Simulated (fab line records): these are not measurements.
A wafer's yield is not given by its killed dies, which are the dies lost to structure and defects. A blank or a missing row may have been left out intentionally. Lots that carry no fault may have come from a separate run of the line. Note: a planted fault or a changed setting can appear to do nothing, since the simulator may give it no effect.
fab line records ; flow berkeleyCmos170
record: lots: 5; wafers: 15; lastDay: 13
route steps=331 shown PVT@115 GATE@125 FIELD@126
lots untouched by any fault: they come from a run of this same line in which no faults occurred
startH: the number of hours between the record's first day and the start of the first shown wafer of the lot ; waitH: hours from the lot's prior step to this one ; " as in the row above ; L1.1+2: several wafers, shown together as one row ; - either no value or no given start ; * or withheld: withheld ; < > ~ a bound
route shown NAME@n: names a module that has steps shown in the file, with the first one's number in the route ; usual: mean/standard deviation of fault-free wafers ; same: alike in all rows ; chamber/n: place in a boat ; sites: per-site readings ; _std_site: their standard deviation ; _edge_site: inner sites' mean taken away from outer sites' mean ; radiusMm: for every site, how far away it sits from the centre of the wafer ; mask NAME#n: copy n ; behind: the most recent tool/chamber to have shaped the wafer ; hold: the reason the lot was held/the length of the hold in hours/how it ended ; device: which transistor (n, p or np) failed to switch ; end of line: at the end of the route, the tests of the same wafers ; a step with no rows: only its recipe ; killed: dies that structure and defects cost at the first sort, which is not the same as the wafer's yield ; map: a wafer's dies, marking killed ones x, the rest . and places with no die _
set.NAME: the setting as run; set.NAME@STEP: as run at that earlier step ; model.NAME: the simulator's own value behind a step, which no gauge read
lots seen at some steps along the route; tables by step, rows by wafer
services: a tool's chamber out of use, with start hour (startH, from the record's first day; less than 0 if before it), hours out, and reason
== steps ==
step: UCB170_PVT_HMDS_00
recipe: primeTimeS: 60; primeTempC: 100
lot.wafer;tool;chamber;startH;waitH
L081.1+3+4;lithoTrack-01;0;176.21;1.0
L088.2+4+5;lithoTrack-04;0;211.17;0.2
L090.2+4+5;lithoTrack-02;0;211.27;0.3
L092.1+2+6;lithoTrack-01;0;226.59;0.0
L096.1+2+3;lithoTrack-04;0;241.44;0.0
step: UCB170_PVT_COAT_01
recipe: resist: KrF; spinRpm: 1500; resistThkNm: 900
lot.wafer;tool;chamber;startH;waitH
L081.1+3+4;lithoTrack-01;0;176.36;0.1
L088.2+4+5;lithoTrack-04;0;211.32;0.1
L090.2+4+5;lithoTrack-02;0;211.42;0.1
L092.1+2+6;lithoTrack-01;0;226.74;0.1
L096.1+2+3;lithoTrack-04;0;241.59;0.1
step: UCB170_PVT_SOFTBAKE_02
recipe: resist: KrF; tempC: 130; timeS: 60
lot.wafer;tool;chamber;startH;waitH
L081.1+3+4;lithoTrack-01;0;176.51;0.1
L088.2+4+5;lithoTrack-04;0;211.47;0.1
L090.2+4+5;lithoTrack-02;0;211.57;0.1
L092.1+2+6;lithoTrack-01;0;226.89;0.1
L096.1+2+3;lithoTrack-04;0;241.74;0.1
step: UCB170_PVT_EXPOSE_03
recipe: maskId: NWELL; targetCdNm: 3000; na: 0.5; sigmaOuter: 0.6; sourceShape: conventional; doseMj: 30
usual: focusOffsetNm: 0.0/0.53
lot.wafer;tool;chamber;startH;waitH;mask;focusOffsetNm
L081.1;krfScanner-02;0;-;-;NWELL#0;-0.1
L081.3;krfScanner-02;0;-;-;NWELL#0;0.0
L081.4;krfScanner-02;0;-;-;NWELL#0;0.5
L088.2;krfScanner-02;0;211.68;0.2;NWELL#0;0.2
L088.4;krfScanner-02;0;211.68;0.2;NWELL#0;-1.3
L088.5;krfScanner-02;0;211.68;0.2;NWELL#0;-0.2
L090.2;krfScanner-01;0;211.92;0.3;NWELL#0;-1.0
L090.4;krfScanner-01;0;211.92;0.3;NWELL#0;-0.1
L090.5;krfScanner-01;0;211.92;0.3;NWELL#0;-0.6
L092.1;krfScanner-02;0;227.36;0.4;NWELL#0;-0.5
L092.2;krfScanner-02;0;227.36;0.4;NWELL#0;-0.1
L092.6;krfScanner-02;0;227.36;0.4;NWELL#0;0.0
L096.1;krfScanner-02;0;242.23;0.5;NWELL#0;0.0
L096.2;krfScanner-02;0;242.23;0.5;NWELL#0;0.2
L096.3;krfScanner-02;0;242.23;0.5;NWELL#0;0.3
step: UCB170_PVT_PEB_04
recipe: pebTempC: 130; pebTimeS: withheld; resist: KrF
lot.wafer;tool;chamber;startH;waitH
L081.1+3+4;lithoTrack-01;0;-;-
L088.2+4+5;lithoTrack-04;0;212.34;0.6
L090.2+4+5;lithoTrack-02;0;212.55;0.6
L092.1+2+6;lithoTrack-01;0;227.51;0.1
L096.1+2+3;lithoTrack-04;0;242.79;0.5
step: UCB170_PVT_DEVELOP_05
recipe: developer: TMAH; developTimeS: 45; resist: KrF; devTempC: 21
same: developTimeS: 45
lot.wafer;tool;chamber;startH;waitH
L081.1+3+4;lithoTrack-01;0;-;-
L088.2+4+5;lithoTrack-04;0;-;-
L090.2+4+5;lithoTrack-02;0;-;-
L092.1+2+6;lithoTrack-01;0;-;-
L096.1+2+3;lithoTrack-04;0;-;-
step: UCB170_PVT_OVL_MEAS_06
usual: PVT_OVL: -3/4.9
lot.wafer;tool;chamber;startH;waitH;PVT_OVL[nm]
L081.1;overlay-01;-;178.38;-;0
L081.3;overlay-01;-;178.38;-;-1
L081.4;overlay-01;-;178.38;-;-6
L088.2;overlay-01;-;212.60;-;3
L088.4;overlay-01;-;212.60;-;-3
L088.5;overlay-01;-;212.60;-;-6
L090.2;overlay-02;-;212.81;-;1
L090.4;overlay-02;-;212.81;-;-5
L090.5;overlay-02;-;212.81;-;-6
L092.1;overlay-02;-;227.78;-;2
L092.2;overlay-02;-;227.78;-;-3
L092.6;overlay-02;-;227.78;-;1
L096.1;overlay-01;-;243.07;-;-4
L096.2;overlay-01;-;243.07;-;0
L096.3;overlay-01;-;243.07;-;-5
step: UCB170_PVT_IMPLANT_07
recipe: species: P; doseCm2: 2e+12; energyKev: 30; tiltDeg: 7
usual: endStationPressureTorr: 5.03e-06/2.6e-07; faradayCurrentUA: 6.33/0.13
lot.wafer;tool;chamber;startH;waitH;endStationPressureTorr;faradayCurrentUA
L081.1;implanter-01;0;178.42;0.0;5.04e-06;6.43
L081.3;implanter-01;0;178.42;0.0;5.35e-06;6.28
L081.4;implanter-01;0;178.42;0.0;4.92e-06;6.52
L088.2;implanter-04;0;212.65;0.0;4.77e-06;6.23
L088.4;implanter-04;0;212.65;0.0;5.12e-06;6.37
L088.5;implanter-04;0;212.65;0.0;4.89e-06;6.22
L090.2;implanter-01;0;212.86;0.0;4.82e-06;6.05
L090.4;implanter-01;0;212.86;0.0;5.13e-06;6.04
L090.5;implanter-01;0;212.86;0.0;5.14e-06;6.41
L092.1;implanter-04;0;227.82;0.0;4.9e-06;6.39
L092.2;implanter-04;0;227.82;0.0;4.74e-06;6.35
L092.6;implanter-04;0;227.82;0.0;5.16e-06;6.42
L096.1;implanter-01;0;243.11;0.0;4.89e-06;6.56
L096.2;implanter-01;0;243.11;0.0;4.96e-06;6.28
L096.3;implanter-01;0;243.11;0.0;5.18e-06;6.36
step: UCB170_PVT_STRIP_08
recipe: chemistry: O2; powerW: 400; pressureMtorr: 3500; platenTempC: withheld; o2FlowSccm: 400; overashFraction: 0.5
usual: drypumpMotorCurrentA: 5.9/0.63; oesProductAu: 0.734/0.0041; stripTimeToEndpointS: 21.65/0.085
lot.wafer;tool;chamber;startH;waitH;drypumpMotorCurrentA;oesProductAu;rfHoursCounterH;stripTimeToEndpointS
L081.1;plasmaAsher-04;0;178.57;0.1;6.2;0.733;39;21.79
L081.3;plasmaAsher-04;0;178.57;0.1;6.2;0.736;-;21.66
L081.4;plasmaAsher-04;1;178.57;0.1;5.3;0.740;-;21.79
L088.2;plasmaAsher-01;0;212.78;0.1;6.2;0.735;47;21.68
L088.4;plasmaAsher-01;0;212.78;0.1;6.2;0.728;-;21.61
L088.5;plasmaAsher-01;0;212.78;0.1;6.2;0.736;-;21.63
L090.2;plasmaAsher-04;1;212.99;0.1;5.3;0.733;44;21.61
L090.4;plasmaAsher-04;1;212.99;0.1;5.3;0.739;-;21.56
L090.5;plasmaAsher-04;1;212.99;0.1;5.3;0.731;-;21.65
L092.1;plasmaAsher-04;0;227.97;0.1;6.3;0.738;46;21.58
L092.2;plasmaAsher-04;1;227.97;0.1;5.4;0.741;46;21.67
L092.6;plasmaAsher-04;0;227.97;0.1;6.2;0.726;-;21.65
L096.1;plasmaAsher-01;1;243.26;0.1;4.9;0.733;51;21.60
L096.2;plasmaAsher-01;0;243.26;0.1;6.2;0.732;51;21.59
L096.3;plasmaAsher-01;1;243.26;0.1;4.9;0.740;-;21.59
step: UCB170_PVT_TW_MEAS_09
usual: PVT_TW: 507/5.4
lot.wafer;tool;chamber;startH;waitH;PVT_TW
L081.1;filmMetro-01;-;178.67;0.1;506
L081.3;filmMetro-01;-;178.67;0.1;507
L081.4;filmMetro-01;-;178.67;0.1;507
L088.2;filmMetro-03;-;212.89;0.1;514
L088.4;filmMetro-03;-;212.89;0.1;513
L088.5;filmMetro-03;-;212.89;0.1;512
L090.2;filmMetro-01;-;213.10;0.1;501
L090.4;filmMetro-01;-;213.10;0.1;503
L090.5;filmMetro-01;-;213.10;0.1;502
L092.1;filmMetro-01;-;228.07;0.1;506
L092.2;filmMetro-01;-;228.07;0.1;505
L092.6;filmMetro-01;-;228.07;0.1;506
L096.1;filmMetro-01;-;243.36;0.1;504
L096.2;filmMetro-01;-;243.36;0.1;502
L096.3;filmMetro-01;-;243.36;0.1;501
step: UCB170_GATE_WET_ETCH_00
recipe: chemistry: dHF; dilution: 25:1; target: SiO2; tempC: 25; timeS: 200
usual: bathHeatDutyPct: 6.5/0.94
lot.wafer;tool;chamber;startH;waitH;bathHeatDutyPct
L081.1;wetBench-01;3;178.73;0.1;6.0
L081.3;wetBench-01;3;178.73;0.1;6.2
L081.4;wetBench-01;3;178.73;0.1;6.2
L088.2;wetBench-01;0;212.94;0.0;5.2
L088.4;wetBench-01;0;212.94;0.0;6.0
L088.5;wetBench-01;0;212.94;0.0;5.2
L090.2;wetBench-01;1;213.32;0.2;6.6
L090.4;wetBench-01;1;213.32;0.2;6.3
L090.5;wetBench-01;1;213.32;0.2;6.0
L092.1;wetBench-02;2;228.33;0.2;5.9
L092.2;wetBench-02;2;228.33;0.2;6.7
L092.6;wetBench-02;2;228.33;0.2;6.7
L096.1;wetBench-04;0;243.42;0.1;5.9
L096.2;wetBench-04;0;243.42;0.1;7.0
L096.3;wetBench-04;0;243.42;0.1;5.7
step: UCB170_FIELD_THK_MEAS_91
recipe: reads: SiO2_of_FIELD_OXIDATION_01
usual: FIELD_OXIDE_LEFT_2_THK: 354/10
lot.wafer;tool;chamber;startH;waitH;FIELD_OXIDE_LEFT_2_THK[nm]
L081.1;filmMetro-02;-;178.79;0.0;346
L081.3;filmMetro-02;-;178.79;0.0;335
L081.4;filmMetro-02;-;178.79;0.0;342
L088.2;filmMetro-03;-;213.02;0.0;349
L088.4;filmMetro-03;-;213.02;0.0;358
L088.5;filmMetro-03;-;213.02;0.0;343
L090.2;filmMetro-03;-;213.39;0.0;366
L090.4;filmMetro-03;-;213.39;0.0;360
L090.5;filmMetro-03;-;213.39;0.0;353
L092.1;filmMetro-03;-;228.39;0.0;337
L092.2;filmMetro-03;-;228.39;0.0;342
L092.6;filmMetro-03;-;228.39;0.0;341
L096.1;filmMetro-03;-;243.48;0.0;364
L096.2;filmMetro-03;-;243.48;0.0;378
L096.3;filmMetro-03;-;243.48;0.0;371
step: UCB170_GATE_OXIDATION_01
recipe: tempC: 850; ambient: O2; targetThkA: 66; oxTimeS: 1800
usual: spikeTcSourceC: 872.9/1.6; zonePowerCentrePct: 41.8/2.6
lot.wafer;tool;chamber;startH;waitH;spikeTcSourceC;zonePowerCentrePct
L081.1;furnace-01;0;180.21;1.4;870.2;37.2
L081.3;furnace-01;0;180.21;1.4;869.0;36.7
L081.4;furnace-01;0;180.21;1.4;870.9;36.3
L088.2;furnace-02;0;218.27;5.2;872.6;44.0
L088.4;furnace-02;0;218.27;5.2;874.8;43.9
L088.5;furnace-02;0;218.27;5.2;872.9;43.7
L090.2;furnace-02;0;218.27;4.9;873.6;42.9
L090.4;furnace-02;0;218.27;4.9;872.3;44.7
L090.5;furnace-02;0;218.27;4.9;872.9;43.2
L092.1;furnace-02;0;232.27;3.9;874.0;44.4
L092.2;furnace-02;0;232.27;3.9;873.5;44.2
L092.6;furnace-02;0;232.27;3.9;873.5;43.9
L096.1;furnace-02;0;248.64;5.1;873.7;44.3
L096.2;furnace-02;0;248.64;5.1;872.8;44.4
L096.3;furnace-02;0;248.64;5.1;874.2;44.5
== services ==
tool;chamber;startH;hours;kind
furnace-02;-;153.59;3.6;pm
wetBench-04;-;170.23;1.9;pm
krfScanner-02;-;171.09;1.0;pm
krfScanner-01;-;174.26;0.2;repair
krfScanner-01;0;193.41;-;calibration
implanter-04;-;202.30;8.3;pm
krfScanner-02;-;208.25;0.8;pm
krfScanner-01;-;218.20;3.6;pm
furnace-01;-;231.54;13.7;pm
krfScanner-01;-;235.17;0.6;repair
krfScanner-02;-;242.83;1.3;pm
krfScanner-01;-;244.30;1.3;pm
== key ==
fault none
